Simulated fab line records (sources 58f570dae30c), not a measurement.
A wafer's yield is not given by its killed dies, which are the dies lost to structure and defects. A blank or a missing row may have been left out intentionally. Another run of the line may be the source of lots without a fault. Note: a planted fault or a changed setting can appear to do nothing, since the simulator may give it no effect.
Matching of chambers ; flow berkeley cmos170 ; 4 sister chambers for UCB170_NWELL_ETCH_13 on rie diel-03
The step etches Si3N4 in CH3F/Ar/O2, stops on SiO2, target depth 246.4 nm, time 154 s. 4 wafers are shown with their chamber, then 7 later ones without.

## WAFERS, EACH WITH ITS CHAMBER
wafer;chamber;throttle valve pct (%)
L092.1;1;8.06
L092.3;0;8.07
L093.4;2;7.93
L093.5;3;8.34

## WAFERS WITH NO CHAMBER GIVEN
wafer;throttle valve pct (%)
L093.6;7.91
L095.3;8.03
L095.4;8.07
L095.5;8.03
L097.2;8.36
L097.3;8.06
L097.6;8.07

## WHICH CHAMBER EACH WENT THROUGH
wafer;from the rows above;in truth
L093.6;2;2
L095.3;can't be placed: 1 or 0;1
L095.4;can't be placed: 0 or 1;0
L095.5;can't be placed: 1 or 0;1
L097.2;3;3
L097.3;can't be placed: 1 or 0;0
L097.6;can't be placed: 0 or 1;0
Correct placement for 2 of the 7. From these rows, 5 cannot be placed; in 5 the true chamber is one of the candidates. Wrongly placed: 0.
How it was worked out, from the rows above alone: a wafer's distance from a chamber is the root of the sum, over the readings, of the square of ((its reading less the chamber's mean) divided by the reading's scatter). The wafer belongs to the nearest chamber; if the next one is less than 2 further off, it can't be placed. The mean given for a chamber averages the wafers shown for that chamber. The scatter: root of mean squared gap, hidden wafer to nearest shown wafer, with one shown wafer a chamber.
